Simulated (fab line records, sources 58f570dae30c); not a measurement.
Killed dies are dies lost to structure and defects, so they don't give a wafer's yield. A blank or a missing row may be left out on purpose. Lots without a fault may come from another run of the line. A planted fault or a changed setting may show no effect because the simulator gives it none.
fab line records | flow berkeley_cmos170
record lots=15 wafers=45 last_day=13
route steps=331 shown NWELL@27 PWELL@51 ACTIVE@72
lots that met no fault: from a run of the same line without faults
start_h: hours from the record's first day to the start of the lot's first wafer shown | wait_h: hours since the lot's step before | " the same as in the row above | L1.1+2: a row that stands for several wafers | - no value, or no start given | * or withheld: withheld | < > ~ a bound
route shown NAME@n: a module of which the file shows steps, and the number in the route of the first | usual: mean/standard deviation of fault-free wafers | same: alike in all rows | chamber/n: place in a boat | sites: the reading at each site | _std_site: their standard deviation | _edge_site: outer sites' mean less inner sites' | radius_mm: how far each site lies from the wafer's centre | mask NAME#n: copy n | behind: the tool/chamber that last shaped the wafer | hold: why the lot was held/for how many hours/how that ended | device: the transistor (n, p or np) that didn't switch | end of line: the same wafers' tests at the end of the route | a step without rows: its recipe alone | killed: dies lost to structure and defects at the first sort, not the wafer's yield | map: a wafer's dies, x killed, . not, _ none there
set.NAME: the setting as run; set.NAME@STEP: as run at that earlier step | model.NAME: the simulator's own value behind a step, which no gauge read
steps of the route over a sample of lots; a table a step, a row a wafer
services: from which hour (start_h, from the record's first day; less than 0 if before it) a tool's chamber was out of use, for how many hours, and why
## steps
# step UCB170_NWELL_ETCH_13
# recipe chemistry=CH3F/Ar/O2 target=Si3N4 stop_on=SiO2 CH3F_flow_sccm=20 Ar_flow_sccm=50 O2_flow_sccm=7 pressure_mtorr=50 rf_w=450 target_depth_a=2464 over_etch_frac=0.1 time_s=154
# usual chamber_pressure_mTorr=50.00/0.05 drypump_motor_current_A=5.5/0.31 oes_product_au=0.939/0.013 throttle_valve_pct=8.07/0.1
# columns lot.wafer tool chamber start_h wait_h chamber_pressure_mTorr drypump_motor_current_A oes_product_au rf_hours_counter_h throttle_valve_pct
L951.3 rie_diel-02 3 34.26 0.0 50.02 6.0 0.947 160 8.01
L951.4 " 3 " " 49.95 6.0 0.949 - 8.01
L951.5 " 0 " " 49.98 5.3 0.946 - 8.08
L952.3 rie_diel-03 2 44.94 0.0 49.97 5.7 0.948 10 8.22
L952.5 " 2 " " 49.92 5.6 0.950 - 8.22
L952.6 " 3 " " 49.97 5.0 0.938 - 7.93
L953.1 rie_diel-02 2 45.18 0.0 49.99 5.4 0.915 90 8.02
L953.5 " 2 " " 49.99 5.4 0.920 - 8.01
L953.6 " 1 " " 50.04 5.6 0.954 - 8.15
L954.4 rie_diel-03 0 53.42 0.1 49.92 5.6 0.923 - 8.24
L954.5 " 1 " " 50.03 5.4 0.949 - 7.96
L954.6 " 2 " " 50.01 5.7 0.945 - 8.22
L955.1 rie_diel-02 2 59.97 0.0 50.02 5.4 0.919 91 8.01
L955.2 " 3 " " 50.02 6.0 0.930 161 7.99
L955.6 " 3 " " 50.06 6.0 0.932 - 8.00
L956.1 rie_diel-01 0 60.24 0.0 50.01 4.7 0.950 142 8.10
L956.3 " 1 " " 50.02 5.7 0.940 163 8.05
L956.5 " 3 " " 49.96 5.5 0.940 - 8.04
L957.1 rie_diel-01 2 63.82 0.0 50.04 5.9 0.909 2 8.05
L957.3 " 3 " " 50.05 5.5 0.939 123 8.03
L957.6 " 0 " " 49.96 4.7 0.945 - 8.11
L958.2 rie_diel-01 1 73.50 0.0 49.98 5.7 0.953 164 8.05
L958.4 " 3 " " 50.01 5.5 0.949 123 8.02
L958.6 " 0 " " 50.03 4.7 0.963 - 8.10
L959.2 rie_diel-03 1 73.59 0.0 50.00 5.4 0.952 44 7.96
L959.3 " 3 " " 49.99 5.0 0.930 101 7.92
L959.6 " 1 " " 49.99 5.4 0.945 - 7.96
L960.1 rie_diel-02 2 73.81 0.0 49.97 5.4 0.918 92 8.02
L960.3 " 3 " " 50.01 6.0 0.937 162 8.02
L960.6 " 3 " " 50.05 6.0 0.930 - 8.01
L965.4 rie_diel-03 1 105.81 0.0 49.98 5.5 0.959 46 7.94
L965.5 " 1 " " 49.96 5.5 0.961 - 7.96
L965.6 " 0 " " 49.98 5.6 0.931 - 8.22
L967.1 rie_diel-02 1 116.18 0.0 49.90 5.6 0.942 136 8.14
L967.2 " 2 " " 50.07 5.3 0.917 94 8.03
L967.5 " 1 " " 50.11 5.6 0.936 - 8.13
L968.1 rie_diel-03 2 116.45 0.0 50.08 5.7 0.945 14 8.20
L968.3 " 3 " " 50.09 5.0 0.931 104 7.94
L968.6 " 0 " " 50.01 5.7 0.914 - 8.23
L973.2 rie_diel-02 2 147.81 0.0 50.00 5.3 0.921 95 8.01
L973.4 " 0 " " 49.98 5.4 0.931 14 8.08
L973.6 " 0 " " 50.03 5.4 0.929 - 8.08
L974.2 rie_diel-03 3 155.51 0.0 50.03 5.0 0.928 105 7.93
L974.4 " 2 " " 50.09 5.6 0.941 16 8.20
L974.6 " 3 " " 50.01 5.0 0.930 - 7.93
# step UCB170_PWELL_TW_MEAS_17
# usual PWELL_TW=378.9/2.1
# columns lot.wafer tool chamber start_h wait_h PWELL_TW
L951.3 film_metro-04 - 52.74 0.1 377.1
L951.4 " - " " 378.4
L951.5 " - " " 378.0
L953.1 film_metro-02 - 61.75 0.1 382.5
L953.5 " - " " 382.6
L953.6 " - " " 381.5
L952.3 film_metro-04 - 62.05 0.1 377.0
L952.5 " - " " 376.7
L952.6 " - " " 378.9
L954.4 film_metro-03 - 76.43 0.1 379.8
L954.5 " - " " 377.9
L954.6 " - " " 377.1
L956.1 film_metro-02 - 76.64 0.1 379.9
L956.3 " - " " 379.2
L956.5 " - " " 378.4
L955.1 film_metro-02 - 77.01 0.1 377.7
L955.2 " - " " 377.2
L955.6 " - " " 378.5
L957.1 film_metro-02 - 81.44 0.1 379.1
L957.3 " - " " 379.1
L957.6 " - " " 379.4
L958.2 film_metro-03 - 90.97 0.1 378.6
L958.4 " - " " 378.0
L958.6 " - " " 378.7
L959.2 film_metro-02 - 91.17 0.1 378.3
L959.3 " - " " 378.7
L959.6 " - " " 378.8
L960.1 film_metro-04 - 91.23 0.1 375.2
L960.3 " - " " 374.3
L960.6 " - " " 375.7
L965.4 film_metro-02 - 124.75 0.1 384.0
L965.5 " - " " 381.3
L965.6 " - " " 381.6
L967.1 film_metro-04 - 139.52 0.1 376.8
L967.2 " - " " 376.6
L967.5 " - " " 378.7
L968.1 film_metro-03 - 139.76 0.1 377.5
L968.3 " - " " 376.1
L968.6 " - " " 378.1
L973.2 film_metro-03 - 168.08 0.1 378.6
L973.4 " - " " 378.8
L973.6 " - " " 378.1
L974.2 film_metro-02 - 174.11 0.1 383.8
L974.4 " - " " 382.4
L974.6 " - " " 381.9
# step UCB170_ACTIVE_DEVELOP_12
# recipe developer=TMAH develop_time_s=45 resist=KrF dev_temp_c=21
# usual chill_plate_temp_C=22.99/0.11 develop_time_s=45/0 exhaust_pa=45.2/0.85
# columns lot.wafer tool chamber start_h wait_h chill_plate_temp_C develop_time_s exhaust_pa
L951.3 litho_track-02 0 83 - 23.00 45 45.1
L951.4 " 0 " " 23.09 45 44.5
L951.5 " 0 84 - 22.96 45 44.3
L952.3 litho_track-01 0 91 - 22.95 45 44.8
L952.5 " 0 " " 22.95 45 44.7
L952.6 " 0 " " 22.93 45 46.1
L953.1 litho_track-02 0 92 - 23.00 45 43.3
L953.5 " 0 " " 22.93 45 44.6
L953.6 " 0 " " 22.99 45 44.6
L956.1 litho_track-01 0 108 - 22.98 45 46.0
L956.3 " 0 " " 22.88 45 46.9
L956.5 " 0 " " 22.93 45 46.0
L955.1 litho_track-01 0 108 - 22.99 45 44.4
L955.2 " 0 " " 23.12 45 44.1
L955.6 " 0 " " 22.96 45 43.4
L954.4 litho_track-04 0 108 - 22.89 45 45.1
L954.5 " 0 " " 23.06 45 45.8
L954.6 " 0 " " 22.92 45 45.6
L957.1 litho_track-04 0 112 - 23.03 45 45.3
L957.3 " 0 " " 23.08 45 45.2
L957.6 " 0 " " 22.80 45 43.8
L959.2 litho_track-04 0 120 - 23.18 45 46.2
L959.3 " 0 " " 23.27 45 46.3
L959.6 " 0 " " 23.28 45 45.9
L960.1 litho_track-04 0 120 - 22.90 45 45.3
L960.3 " 0 " " 22.85 45 45.1
L960.6 " 0 " " 23.11 45 44.5
L958.2 litho_track-04 0 121 - 22.92 45 44.5
L958.4 " 0 " " 23.08 45 43.6
L958.6 " 0 " " 22.89 45 41.9
L965.4 litho_track-01 - 157 - - - -
L965.5 " - " " - - -
L965.6 " - " " - - -
L968.1 litho_track-02 - 171 - - - -
L968.3 " - " " - - -
L968.6 " - " " - - -
L967.1 litho_track-04 - 179 - - - -
L967.2 " - " " - - -
L967.5 " - " " - - -
L973.2 litho_track-01 0 203 - 23.00 45 46.1
L973.4 " 0 " " 23.11 45 45.1
L973.6 " 0 " " 23.04 45 44.2
L974.2 litho_track-02 0 210 - 22.86 45 44.8
L974.4 " 0 " " 22.77 45 45.3
L974.6 " 0 " " 22.98 45 43.7
# step UCB170_ACTIVE_OVL_MEAS_14
# usual ACTIVE_OVL=-1/4.9
# columns lot.wafer tool chamber start_h wait_h ACTIVE_OVL[nm]
L951.3 overlay-01 - 84.19 0.1 -3
L951.4 " - " " -3
L951.5 " - " " 0
L952.3 overlay-01 - 92.15 0.1 -4
L952.5 " - " " 0
L952.6 " - " " -3
L953.1 overlay-01 - 92.32 0.1 -3
L953.5 " - " " -2
L953.6 " - " " 5
L956.1 overlay-02 - 108.68 0.1 -3
L956.3 " - " " -2
L956.5 " - " " -3
L955.1 overlay-01 - 108.95 0.1 2
L955.2 " - " " -1
L955.6 " - " " -2
L954.4 overlay-02 - 109.10 0.1 -8
L954.5 " - " " 0
L954.6 " - " " 1
L957.1 overlay-01 - 112.25 0.1 -2
L957.3 " - " " -7
L957.6 " - " " -1
L959.2 overlay-02 - 120.80 0.1 -9
L959.3 " - " " -6
L959.6 " - " " -7
L960.1 overlay-02 - 121.07 0.1 -7
L960.3 " - " " -9
L960.6 " - " " -10
L958.2 overlay-01 - 121.35 0.1 1
L958.4 " - " " -4
L958.6 " - " " -3
L965.4 overlay-01 - 157.26 0.1 -
L965.5 " - " " -
L965.6 " - " " -
L968.1 overlay-02 - 171.45 0.1 -
L968.3 " - " " -
L968.6 " - " " -
L967.1 overlay-02 - 179.48 0.1 -
L967.2 " - " " -
L967.5 " - " " -
L973.2 overlay-01 - 204.04 0.1 4
L973.4 " - " " 9
L973.6 " - " " -5
L974.2 overlay-02 - 210.52 0.1 0
L974.4 " - " " 9
L974.6 " - " " 9
## services
# columns tool chamber start_h hours kind
rie_diel-01 0 11.30 8.4 repair
rie_diel-03 2 12.95 3.6 repair
rie_diel-02 2 23.33 12.4 repair
rie_diel-01 - 41.65 0.3 repair
rie_diel-01 2 51.57 9.0 repair
rie_diel-03 3 52.75 3.9 repair
rie_diel-02 0 64.28 11.7 repair
rie_diel-03 0 68.20 20.0 repair
rie_diel-02 3 97.12 - clean
rie_diel-02 3 97.12 35.9 scheduled_down
rie_diel-02 3 97.12 35.9 vent_cycle
rie_diel-01 1 98.84 - clean
rie_diel-01 1 98.84 13.0 scheduled_down
rie_diel-01 1 98.84 13.0 vent_cycle
rie_diel-03 0 109.85 2.7 repair
rie_diel-03 - 164.75 0.6 repair
rie_diel-01 0 193.68 - clean
rie_diel-01 0 193.68 20.1 scheduled_down
rie_diel-01 0 193.68 20.1 vent_cycle
rie_diel-02 - 200.39 2.8 pm
rie_diel-01 1 203.44 3.9 repair
## key
first_sign step=UCB170_ACTIVE_DEVELOP_12 reading=tool_record direction=missing
effect none on later readings
met_at UCB170_ACTIVE_DEVELOP_12
struck_lots L965,L967,L968
later_rows_left_out L965.4,L965.5,L965.6,L967.1,L967.2,L967.5,L968.1,L968.3,L968.6
sort_left_out L965.4,L965.5,L965.6,L967.1,L967.2,L967.5,L968.1,L968.3,L968.6
tester_left_out L965,L967,L968
not_acting_at UCB170_NWELL_ETCH_13,UCB170_PWELL_TW_MEAS_17,UCB170_ACTIVE_OVL_MEAS_14
onset_between 121 157
fault kind=skipped_step_whole tool=litho_track-01,litho_track-02,litho_track-04 chamber=- onset_h=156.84 steps=UCB170_ACTIVE_DEVELOP_12 scope=struck_lots_only
# tester_left_out: of these lots the tester's yield and bins aren't shown, on N5 and GAA mostly nor the transistor test; their killed dies are dies lost to structure and defects alone, not to doping, threshold or leakage, so they don't give the yield
# sort_left_out: the simulated sort isn't trusted on such a fault, so these wafers' sort isn't shown, and their yield isn't known
# later_rows_left_out: the simulator's readings of these wafers behind a module that went badly wrong aren't trusted and aren't shown, but for the sort
